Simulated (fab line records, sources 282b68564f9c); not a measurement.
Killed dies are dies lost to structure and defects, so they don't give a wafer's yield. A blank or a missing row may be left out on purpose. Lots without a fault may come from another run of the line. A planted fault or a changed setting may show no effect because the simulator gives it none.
A struck lot beside a sound one | flow rit_cmos | 18 steps out of a route of 202
Sound: wafers L762.2, L762.4, L762.6. Struck: wafers L771.2, L771.4. (L771.1 of the same lot was not struck and is left out.) The cause comes at the end.
At each step with rows: each side's tool, then ch and its chambers, then its first start. Under that, the readings that differ: sound wafers | struck wafers | difference of the means | sigmas: that difference in standard deviations of wafers without a fault.
alike: readings whose means differ by less than 2 such deviations, and words and numbers that are the same on both sides. not compared: withheld readings, readings that some wafer has no value for, bounds like >300 that may hide the same value, and numbers for which the record gives no deviation and whose values overlap.
The two part at a step that has a row with sigmas, a row that says differs or no value, or rows on one side only. Numbers that don't overlap but have no deviation are shown without sigmas and don't part them. A reading that every wafer of one side lacks parts them only if that side has two wafers or more.

RIT_M1_SPUTTER_00: material Al, target thk 400 nm, time 500 s.
  sound on pvd_sputter-03, day 3 14:57; struck on pvd_sputter-03, day 5 11:41
  alike: throttle_valve_pct
RIT_M1_RS_MEAS_01: measures by four-point-probe.
  sound on film_metro-01, day 3 15:16; struck on film_metro-03, day 5 11:59
  alike: M1_AL_RS
RIT_M1_THK_MEAS_02: measures by xrf.
  sound on film_metro-01, day 3 15:23; struck on film_metro-03, day 5 12:06
  alike: M1_AL_THK
then, 6 steps without rows for these wafers: RIT_M1_HMDS_03 (prime time 60 s); RIT_M1_COAT_04 (resist thk 1300 nm); RIT_M1_SOFTBAKE_05 (time 60 s); RIT_M1_EXPOSE_06 (exposes mask M12, target cd 2600 nm); RIT_M1_PEB_07; RIT_M1_DEVELOP_08 (develop time 68 s).
RIT_M1_CD_MEAS_09: target cd 2600 nm.
  sound on cd_sem-02, day 3 16:20; struck on cd_sem-01, day 5 13:11
  alike: cd_nm
RIT_M1_OVL_MEAS_10:
  sound on overlay-02, day 3 16:26; struck on overlay-02, day 5 13:19
  alike: M1_OVL
then, 1 step without rows for these wafers: RIT_M1_HARDBAKE_11 (time 120 s).
RIT_M1_METAL_ETCH_12: etches Al in Cl2/BCl3, stops on SiO2, time 165 s, target depth 600 nm.
  sound on rie_metal-03 ch 0,1, day 3 16:43; struck on rie_metal-03 ch 0, day 5 13:35
  reading                                 | sound             | struck      | difference | sigmas
  rf_fwd_power_W (W)                      | 248.0 249.7 249.8 | 348.9 348.7 | +99.6      | +99 or more
  model.NOVOLAK_of_M1_COAT_04.thk_nm (nm) | 799.1 821.3 798.6 | 671.9 676.1 | -132.3     |
  model.M1.cd_nm (nm)                     | 2599 2602 2599    | 2574 2571   | -28        |
  model.M1.feature_depth_nm (nm)          | 428.7 433.8 429.7 | 448.5 456.8 | +21.9      |
  alike: drypump_motor_current_A, mfc_cl2_sccm, oes_product_au, throttle_valve_pct
  not compared: rf_hours_counter_h
then, 1 step without rows for these wafers: RIT_M1_STRIP_13 (strips in nmp, time 600 s).
RIT_M1_STRIP_14: strips in O2, time 180 s.
  sound on plasma_asher-03 ch 0,1, day 3 17:04; struck on plasma_asher-04 ch 1, day 5 13:56
  alike: drypump_motor_current_A
  not compared: rf_hours_counter_h
RIT_M1_CD_MEAS_90: target cd 2600 nm.
  sound on cd_sem-01, day 3 17:16; struck on cd_sem-01, day 5 14:07
  reading    | sound                | struck        | difference | sigmas
  cd_nm (nm) | 2598.5 2602.4 2598.8 | 2574.0 2570.9 | -27.5      | -10
then, 1 step without rows for these wafers: RIT_M1_ANNEAL_15 (time 1800 s).
RIT_M1_PROBE_99:
  sound on prober-01, day 3 19:02; struck on prober-01, day 5 16:33
  reading                                 | sound                      | struck          | difference | sigmas
  sort_bin_3_pad_short (%)                | 0.4 0.8 0.4                | 0 0             | -1         | -3
  model.etest.m1.width_nm (nm)            | 2604 2599 2594             | 2577 2571       | -25        |
  model.etest.antenna_m1.gate_log10_a_cm2 | -6.567 -5.946 -6.276       | -4.722 -4.38    | +1.712     |
  model.etest.antenna_m1.vt_shift_v (V)   | -0.01491 -0.00858 -0.01492 | -0.05366 -0.049 | -0.03853   |
  alike: defect_limited_yield, killed_at_front_end, killed_dies, killed_open, killed_short, sort_bin_5_function, sort_bin_6_memory, sort_n_pass, sort_yield_pct

WHERE THEY PART
First at RIT_M1_METAL_ETCH_12; last, within this record, at RIT_M1_PROBE_99.

WHY: what the simulator had put in
Process parameter drift: rie_metal-03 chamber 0, from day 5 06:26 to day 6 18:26, at RIT_M1_METAL_ETCH_12. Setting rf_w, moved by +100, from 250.
